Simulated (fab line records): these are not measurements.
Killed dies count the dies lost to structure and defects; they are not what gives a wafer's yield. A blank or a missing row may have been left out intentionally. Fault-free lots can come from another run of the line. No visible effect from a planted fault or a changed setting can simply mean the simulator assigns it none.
fab line records | flow rit-cmos
record: lots: 6 wafers: 18 last-day: 7
route steps=202 shown GATE@86 REOX@98 M1@202
lots untouched by any fault: they come from a run of this same line in which no faults occurred
start-h: hours from the record's opening day to when the first of the lot's shown wafers began | wait-h: how many hours have passed since the lot's step before this one | " repeats the value in the row above | L1.1+2: one row covering several wafers at once | - no value, or no start was given | * or withheld: withheld | < > ~ a bound
route shown NAME@n: NAME is a module with steps in the file, n the number in the route of the first one | usual: mean and standard deviation over wafers with no fault | same: alike in all rows | chamber/n: place in a boat | sites: per-site readings | _std_site: their standard deviation | _edge_site: mean of outer sites minus mean of inner sites | radius-mm: how far each site lies from the wafer's centre | mask NAME#n: copy n | behind: the last tool/chamber to shape the wafer | hold: why the lot was held/for how many hours/how that ended | device: transistor that didn't switch, given as n, p or np | end of line: the same wafers' tests at the end of the route | where a step has no rows: the recipe by itself | killed: dies lost to structure and defects at the first sort, not the wafer's yield | map: the dies of a wafer, with x for killed, . for not killed, _ for no die there
set.NAME: the setting the step ran with; set.NAME@STEP: the setting that earlier step ran with | model.NAME: the simulator's own value behind a step, which no gauge read
lots seen at some steps along the route; tables by step, rows by wafer
services: when a tool's chamber went out of use (start-h, in hours from the record's first day, below 0 if earlier), for how many hours, and the reason
== steps ==
step: RIT_GATE_HMDS_10
recipe: prime-time-s: 60 prime-temp-c: 140
step: RIT_GATE_COAT_11
recipe: resist: NOVOLAK spin-rpm: 4250 resist-thk-nm: 850
step: RIT_GATE_SOFTBAKE_12
recipe: resist: NOVOLAK temp-c: 90 time-s: 60
step: RIT_GATE_EXPOSE_13
recipe: mask-id: M6 na: 0.6 source-shape: conventional sigma-outer: 0.6 target-cd-nm: 150 dose-mj: 380
step: RIT_GATE_PEB_14
recipe: resist: NOVOLAK temp-c: withheld time-s: withheld
step: RIT_GATE_DEVELOP_15
recipe: resist: NOVOLAK develop-time-s: 50 dev-temp-c: 23
step: RIT_GATE_CD_MEAS_16
recipe: target-cd-nm: 150
usual: cd-nm: 149.3/2.2
columns lot.wafer tool chamber start-h wait-h cd-nm
L740.2 cd-sem-02 - 37.94 - 146.9
L740.3 " - " " 150.1
L740.5 " - " " 148.3
L749.3 cd-sem-02 - 87.22 - 151.1
L749.5 " - " " 149.3
L749.6 " - " " 148.8
L755.1 cd-sem-01 - 122.68 - 151.4
L755.2 " - " " 151.1
L755.6 " - " " 149.9
L756.1 cd-sem-01 - 125.50 - 149.3
L756.3 " - " " 150.8
L756.5 " - " " 148.8
L758.2 cd-sem-01 - 129.04 - 148.3
L758.4 " - " " 148.6
L758.6 " - " " 150.4
L761.1 cd-sem-02 - 151.22 - 149.6
L761.2 " - " " 150.1
L761.3 " - " " 149.2
step: RIT_GATE_OVL_MEAS_17
usual: GATE_OVL: -0.1/1.3
columns lot.wafer tool chamber start-h wait-h GATE_OVL[nm]
L740.2 overlay-02 - 38.04 0.1 -0.1
L740.3 " - " " -0.6
L740.5 " - " " -0.8
L749.3 overlay-01 - 87.31 0.1 0.2
L749.5 " - " " 1.1
L749.6 " - " " -0.6
L755.1 overlay-01 - 122.80 0.1 -1.0
L755.2 " - " " 1.8
L755.6 " - " " 0.0
L756.1 overlay-02 - 125.62 0.1 1.9
L756.3 " - " " 3.2
L756.5 " - " " 1.5
L758.2 overlay-01 - 129.15 0.1 0.5
L758.4 " - " " 0.4
L758.6 " - " " 0.8
L761.1 overlay-01 - 151.34 0.1 -1.1
L761.2 " - " " -2.2
L761.3 " - " " -1.9
step: RIT_GATE_HARDBAKE_18
recipe: resist: NOVOLAK temp-c: 140 time-s: 60
step: RIT_GATE_ETCH_19
recipe: chemistry: SF6/CHF3/O2 time-s: 165 SF6_flow_sccm: 30 CHF3_flow_sccm: 30 O2_flow_sccm: 5 target: poly-Si pressure-mtorr: 40 rf-w: 160 target-depth-a: 3125 over-etch-frac: 0.25 stop-on: SiO2
usual: drypump-motor-current-A: 5.6/0.37 oes-product-au: 0.856/0.013 throttle-valve-pct: 10.28/0.15
columns lot.wafer tool chamber start-h wait-h drypump-motor-current-A oes-product-au rf-hours-counter-h throttle-valve-pct
L740.2 rie-si-01 1 38.22 0.1 6.2 0.857 26 10.58
L740.3 " 2 " " 5.1 0.867 18 10.30
L740.5 " 1 " " 6.2 0.861 - 10.59
L749.3 rie-si-02 1 87.48 0.1 5.3 0.861 146 10.12
L749.5 " 2 " " 6.2 0.860 - 10.31
L749.6 " 3 " " 5.4 0.853 - 10.03
L755.1 rie-si-02 2 122.99 0.1 6.2 0.858 137 10.29
L755.2 " 3 " " 5.5 0.858 15 10.02
L755.6 " 0 " " 5.7 0.871 - 10.34
L756.1 rie-si-01 2 125.80 0.1 5.1 0.868 19 10.30
L756.3 " 1 " " 6.1 0.860 27 10.57
L756.5 " 3 " " 5.7 0.849 - 10.33
L758.2 rie-si-02 0 129.33 0.1 5.7 0.877 2 10.30
L758.4 " 3 " " 5.5 0.853 - 10.04
L758.6 " 0 " " 5.7 0.886 - 10.35
L761.1 rie-si-02 0 151.53 0.1 5.7 0.867 2 10.33
L761.2 " 2 " " 6.2 0.861 138 10.30
L761.3 " 3 " " 5.5 0.853 15 10.04
step: RIT_GATE_STRIP_20
recipe: chemistry: O2 time-s: 180 resist: NOVOLAK platen-temp-c: withheld power-w: 500 pressure-mtorr: 4000 o2-flow-sccm: 4000
usual: drypump-motor-current-A: 5.74/0.24 rf-refl-power-W: 6.8/1.1
columns lot.wafer tool chamber start-h wait-h drypump-motor-current-A rf-hours-counter-h rf-refl-power-W
L740.2 plasma-asher-02 0 38.33 0.1 6.06 40 7.8
L740.3 " 1 " " 5.29 - 7.6
L740.5 " 0 " " 6.06 - 7.8
L749.3 plasma-asher-01 1 87.65 0.1 5.68 - 6.7
L749.5 " 0 " " 5.63 - 7.2
L749.6 " 1 " " 5.66 - 6.5
L755.1 plasma-asher-03 0 123.10 0.1 6.02 48 5.1
L755.2 " 1 " " 5.66 48 7.3
L755.6 " 0 " " 6.04 - 5.1
L756.1 plasma-asher-01 1 125.91 0.1 5.65 31 6.5
L756.3 " 0 " " 5.63 - 7.2
L756.5 " 1 " " 5.66 - 6.6
L758.2 plasma-asher-01 1 129.43 0.1 5.63 31 6.4
L758.4 " 0 " " 5.65 - 7.1
L758.6 " 0 " " 5.64 - 7.2
L761.1 plasma-asher-01 0 151.64 0.1 5.62 34 7.0
L761.2 " 1 " " 5.67 34 6.7
L761.3 " 1 " " 5.64 - 6.5
step: RIT_GATE_CD_MEAS_90
recipe: target-cd-nm: 150
usual: cd-nm: 149.2/2.2
columns lot.wafer tool chamber start-h wait-h cd-nm
L740.2 cd-sem-01 - 38.52 0.1 147.5
L740.3 " - " " 149.8
L740.5 " - " " 148.2
L749.3 cd-sem-01 - 87.80 0.1 151.1
L749.5 " - " " 149.3
L749.6 " - " " 148.7
L755.1 cd-sem-01 - 123.27 0.1 151.5
L755.2 " - " " 151.1
L755.6 " - " " 149.5
L756.1 cd-sem-02 - 126.09 0.1 149.1
L756.3 " - " " 151.0
L756.5 " - " " 148.9
L758.2 cd-sem-01 - 129.63 0.1 147.9
L758.4 " - " " 148.4
L758.6 " - " " 150.0
L761.1 cd-sem-02 - 151.81 0.1 149.4
L761.2 " - " " 150.0
L761.3 " - " " 149.3
step: RIT_REOX_CLEAN_00
recipe: chemistry: SC1 mix: 3:3:50 time-s: 600 temp-c: 75
usual: run-length-s: 628.1/2.9
columns lot.wafer tool chamber start-h wait-h run-length-s
L740.2 wet-bench-03 0 38.62 0.1 626.1
L740.3 " 0 " " 626.1
L740.5 " 0 " " 626.1
L749.3 wet-bench-03 0 87.88 0.1 625.0
L749.5 " 0 " " 625.0
L749.6 " 0 " " 625.0
L755.1 wet-bench-03 1 123.39 0.1 303.3
L755.2 " 1 " " 303.3
L755.6 " 1 " " 303.3
L756.1 wet-bench-04 0 126.21 0.1 630.9
L756.3 " 0 " " 630.9
L756.5 " 0 " " 630.9
L758.2 wet-bench-03 3 129.73 0.1 302.8
L758.4 " 3 " " 302.8
L758.6 " 3 " " 302.8
L761.1 wet-bench-04 3 151.93 0.1 627.4
L761.2 " 3 " " 627.4
L761.3 " 3 " " 627.4
step: RIT_REOX_CLEAN_01
recipe: chemistry: dHF dilution: 50:1 time-s: 30
step: RIT_M1_PROBE_99
usual: killed-at-contacts: 0.1/0.23 killed-at-front-end: 7/3.1 killed-dies: 7/3.1 killed-open: 3.3/2 killed-short: 3.6/1.9
same: gross-dies: 264 killed_at_M0_to_M3: 0 killed_at_M4_up: 0 killed-at-back-side: 0 killed-at-other: 0
columns lot.wafer tool chamber start-h wait-h killed-at-contacts killed-at-front-end killed-dies killed-open killed-short
L740.2 prober-02 - 59.08 0.1 0 4 4 2 2
L740.3 prober-02 - 59.13 0.2 0 8 8 3 5
L740.5 prober-02 - 59.23 0.2 0 10 10 3 7
L749.3 prober-01 - 108.09 0.2 0 3 3 1 2
L749.5 prober-01 - 108.19 0.2 0 3 3 1 2
L749.6 prober-01 - 108.24 0.2 0 5 5 2 3
L755.1 prober-01 - 144.25 0.1 0 7 7 2 5
L755.2 prober-01 - 144.30 0.1 0 2 2 1 1
L755.6 prober-01 - 144.50 0.2 0 6 6 1 5
L756.1 prober-02 - 146.73 0.1 0 5 5 3 2
L756.3 prober-02 - 146.83 0.2 0 4 4 2 2
L756.5 prober-02 - 146.93 0.2 0 5 5 4 1
L758.2 prober-01 - 150.45 0.1 0 7 7 4 3
L758.4 prober-01 - 150.55 0.2 1 5 6 5 1
L758.6 prober-01 - 150.65 0.2 0 7 7 4 3
L761.1 prober-01 - 172.97 0.1 0 7 7 3 4
L761.2 prober-01 - 173.02 0.1 0 9 9 5 4
L761.3 prober-01 - 173.07 0.2 1 4 5 4 1
killed by level:class
L740.2 GATE:geometric-particle:short=2 GATE:geometric-particle:open=1 REOX:geometric-particle:open=1
L740.3 GATE:geometric-particle:short=2 REOX:geometric-particle:open=2 FOX2:geometric-particle:short=1 GATE:geometric-particle:open=1 REOX:geometric-particle:short=1 SPACER:geometric-particle:short=1
L740.5 FOX1:geometric-particle:short=2 GATE:geometric-particle:short=2 FOX1:geometric-particle:open=1 FOX2:geometric-particle:short=1 GATE:geometric-particle:open=1 REOX:geometric-particle:short=1 SPACER:geometric-particle:short=1 SPACER:geometric-particle:open=1
L749.3 GATE:geometric-particle:short=1 SPACER:geometric-particle:short=1 SPACER:geometric-particle:open=1
L749.5 REOX:geometric-particle:short=1 SPACER:geometric-particle:short=1 SPACER:geometric-particle:open=1
L749.6 REOX:geometric-particle:short=2 FOX1:geometric-particle:open=1 FOX2:geometric-particle:open=1 SPACER:geometric-particle:short=1
L755.1 GATE:geometric-particle:short=3 FOX2:geometric-particle:open=1 FOX2:geometric-particle:short=1 REOX:geometric-particle:open=1 SPACER:geometric-particle:short=1
L755.2 REOX:geometric-particle:short=1 SILICIDE:geometric-particle:open=1
L755.6 GATE:geometric-particle:short=2 ACTIVE:geometric-particle:short=1 FOX1:geometric-particle:short=1 GATE:geometric-particle:open=1 SPACER:geometric-particle:short=1
L756.1 GATE:geometric-particle:open=2 FOX2:geometric-particle:short=1 REOX:geometric-particle:short=1 SILICIDE:geometric-particle:open=1
L756.3 FOX1:geometric-particle:open=1 FOX2:geometric-particle:short=1 GATE:geometric-particle:open=1 SPACER:geometric-particle:short=1
L756.5 REOX:geometric-particle:open=2 GATE:geometric-particle:open=1 GATE:geometric-particle:short=1 SILICIDE:geometric-particle:open=1
L758.2 GATE:geometric-particle:short=2 GATE:geometric-particle:open=2 SPACER:geometric-particle:open=1 SPACER:geometric-particle:short=1 SILICIDE:geometric-particle:open=1
L758.4 GATE:geometric-particle:open=4 SPACER:geometric-particle:open=1 CONTACT:geometric-particle:short=1
L758.6 GATE:geometric-particle:open=3 SPACER:geometric-particle:short=2 GATE:geometric-particle:short=1 SPACER:geometric-particle:open=1
L761.1 REOX:geometric-particle:short=3 GATE:geometric-particle:open=2 FOX1:geometric-particle:short=1 FOX2:geometric-particle:open=1
L761.2 GATE:geometric-particle:open=4 FOX1:geometric-particle:short=1 FOX2:geometric-particle:short=1 REOX:geometric-particle:short=1 SPACER:geometric-particle:open=1 SILICIDE:geometric-particle:short=1
L761.3 GATE:geometric-particle:open=3 GATE:geometric-particle:short=1 CONTACT:geometric-particle:open=1
== services ==
columns tool chamber start-h hours kind
plasma-asher-03 - 18.98 5.8 repair
rie-si-02 - 31.64 0.3 repair
plasma-asher-01 - 50.84 2.4 repair
plasma-asher-03 - 92.75 3.4 repair
plasma-asher-01 - 102.78 0.8 repair
plasma-asher-02 - 108.75 9.0 pm
plasma-asher-02 0 108.75 9.0 vent-cycle
plasma-asher-02 1 108.75 9.0 vent-cycle
plasma-asher-02 0 117.75 - clean
plasma-asher-02 1 117.75 - clean
rie-si-02 2 128.05 5.3 repair
rie-si-02 1 133.32 - clean
rie-si-02 1 133.32 19.2 scheduled-down
rie-si-02 1 133.32 19.2 vent-cycle
plasma-asher-03 - 150.50 1.7 repair
== key ==
first-sign: step: RIT_REOX_CLEAN_00 reading: run-length-s direction: down sigmas: 99+ usual: * struck: *
effect none on later readings
met-at RIT_REOX_CLEAN_00
struck-wafers L755.1,L755.2,L755.6,L758.2,L758.4,L758.6
tester-left-out L755,L758
onset-between 87.88 123.39
fault: kind: process-parameter-drift tool: wet-bench-03 chamber: - onset-h: 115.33 steps: RIT_REOX_CLEAN_00 channel: time-s offset: * shape: step end-h: 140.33 acts-in: * stated: *
tester-left-out: of these lots the tester's yield and bins aren't shown, on N5 and GAA mostly nor the transistor test; their killed dies are dies lost to structure and defects alone, not to doping, threshold or leakage, so they don't give the yield
